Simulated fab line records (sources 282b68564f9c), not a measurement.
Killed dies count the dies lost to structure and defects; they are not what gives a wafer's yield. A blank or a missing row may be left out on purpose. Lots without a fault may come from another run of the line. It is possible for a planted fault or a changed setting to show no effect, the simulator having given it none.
Tool commonality check :: flow rit_cmos :: 15 lots and 54 wafers in the sample

== THE REASON FOR OPENING IT ==
Of 15 lots, 3 have the reading FOX1_OXIDE_THK flagged at RIT_FOX1_THK_MEAS_01. Wafers without a fault read 353 nm, standard deviation 7.4.
Rule: flag the lot when none of its wafers has a number, or when each of its wafers that has one lies beyond 4 standard deviations from that mean. The other lots count as sound.

lot: L483
measured: day 1 17:33
on: film_metro-02
FOX1_OXIDE_THK (nm), wafer by wafer: 342 339 342
flag: 

lot: L485
measured: day 2 03:52
on: film_metro-03
FOX1_OXIDE_THK (nm), wafer by wafer: 361 367 366
flag: 

lot: L486
measured: day 2 08:11
on: film_metro-04
FOX1_OXIDE_THK (nm), wafer by wafer: 355 362 357
flag: 

lot: L487
measured: day 2 12:58
on: film_metro-04
FOX1_OXIDE_THK (nm), wafer by wafer: 366 361 363
flag: 

lot: L488
measured: day 2 20:50
on: film_metro-03
FOX1_OXIDE_THK (nm), wafer by wafer: 357 351 355
flag: 

lot: L490
measured: day 3 04:11
on: film_metro-04
FOX1_OXIDE_THK (nm), wafer by wafer: 352 352 355
flag: 

lot: L491
measured: day 3 10:09
on: film_metro-03
FOX1_OXIDE_THK (nm), wafer by wafer: 361 350 353
flag: 

lot: L492
measured: day 3 14:01
on: film_metro-02
FOX1_OXIDE_THK (nm), wafer by wafer: 360 361 355
flag: 

lot: L493
measured: day 3 18:49
on: film_metro-03
FOX1_OXIDE_THK (nm), wafer by wafer: 347 346 351
flag: 

lot: L494
measured: day 4 01:01
on: film_metro-03
FOX1_OXIDE_THK (nm), wafer by wafer: 345 345 348
flag: 

lot: L496
measured: day 4 11:50
on: film_metro-04
FOX1_OXIDE_THK (nm), wafer by wafer: 528 519 529 529 519 529
flag: FLAGGED

lot: L499
measured: day 5 02:46
on: film_metro-02
FOX1_OXIDE_THK (nm), wafer by wafer: 555 561 553 555 561 554
flag: FLAGGED

lot: L501
measured: day 5 13:08
on: film_metro-04
FOX1_OXIDE_THK (nm), wafer by wafer: 353 350 353
flag: 

lot: L504
measured: day 6 03:40
on: film_metro-04
FOX1_OXIDE_THK (nm), wafer by wafer: 516 515 520 515 515 520
flag: FLAGGED

lot: L506
measured: day 6 13:22
on: film_metro-04
FOX1_OXIDE_THK (nm), wafer by wafer: 349 348 343
flag: 
The numbers of the flagged lots are 533 nm on average: +180 nm against the usual, or +24 standard deviations.

== EACH LOT AND THE TOOL IT RAN ON ==
The record holds 1 process step before the reading, out of a route of 202 steps. Each cell gives the tool, then ch followed by the chambers the sampled wafers passed through, then the start.
lot: L483
flag: 
RIT_FOX1_OXIDATION_00: furnace-02 ch 0, day 1 16:14

lot: L485
flag: 
RIT_FOX1_OXIDATION_00: furnace-03 ch 0, day 2 02:32

lot: L486
flag: 
RIT_FOX1_OXIDATION_00: furnace-03 ch 0, day 2 06:52

lot: L487
flag: 
RIT_FOX1_OXIDATION_00: furnace-03 ch 0, day 2 11:39

lot: L488
flag: 
RIT_FOX1_OXIDATION_00: furnace-02 ch 0, day 2 19:31

lot: L490
flag: 
RIT_FOX1_OXIDATION_00: furnace-02 ch 0, day 3 02:53

lot: L491
flag: 
RIT_FOX1_OXIDATION_00: furnace-03 ch 0, day 3 08:50

lot: L492
flag: 
RIT_FOX1_OXIDATION_00: furnace-03 ch 0, day 3 12:41

lot: L493
flag: 
RIT_FOX1_OXIDATION_00: furnace-02 ch 0, day 3 17:31

lot: L494
flag: 
RIT_FOX1_OXIDATION_00: furnace-01 ch 0, day 3 23:41

lot: L496
flag: FLAGGED
RIT_FOX1_OXIDATION_00: furnace-03 ch 0, day 4 09:03

lot: L499
flag: FLAGGED
RIT_FOX1_OXIDATION_00: furnace-03 ch 0, day 4 23:57

lot: L501
flag: 
RIT_FOX1_OXIDATION_00: furnace-03 ch 0, day 5 11:48

lot: L504
flag: FLAGGED
RIT_FOX1_OXIDATION_00: furnace-02 ch 0, day 6 00:51

lot: L506
flag: 
RIT_FOX1_OXIDATION_00: furnace-01 ch 0, day 6 12:03
What is done by these steps:
- RIT_FOX1_OXIDATION_00: target thk 350.7 nm, ox time 1130 s.
- RIT_FOX1_THK_MEAS_01

== FLAGGED AGAINST TOTAL, ONE TOOL AT A TIME (gauges that did the reading follow at the end) ==
step: RIT_FOX1_OXIDATION_00
tool: furnace-01
lots run: 2
flagged: 0
share of the flagged lots: none
sound lots run after its first flagged lot: -

step: RIT_FOX1_OXIDATION_00
tool: furnace-02
lots run: 5
flagged: 1
share of the flagged lots: some
sound lots run after its first flagged lot: 0

step: RIT_FOX1_OXIDATION_00
tool: furnace-03
lots run: 8
flagged: 2
share of the flagged lots: some
sound lots run after its first flagged lot: 1 (L501)

step: RIT_FOX1_THK_MEAS_01
tool: film_metro-02
lots run: 3
flagged: 1
share of the flagged lots: some
sound lots run after its first flagged lot: 0

step: RIT_FOX1_THK_MEAS_01
tool: film_metro-03
lots run: 5
flagged: 0
share of the flagged lots: none
sound lots run after its first flagged lot: -

step: RIT_FOX1_THK_MEAS_01
tool: film_metro-04
lots run: 7
flagged: 2
share of the flagged lots: some
sound lots run after its first flagged lot: 2 (L501,L506)

== THE TABLE: WHAT IT ALLOWS ==
No row of the table ran every flagged lot.

== WHAT THE SIMULATOR PUT IN ==
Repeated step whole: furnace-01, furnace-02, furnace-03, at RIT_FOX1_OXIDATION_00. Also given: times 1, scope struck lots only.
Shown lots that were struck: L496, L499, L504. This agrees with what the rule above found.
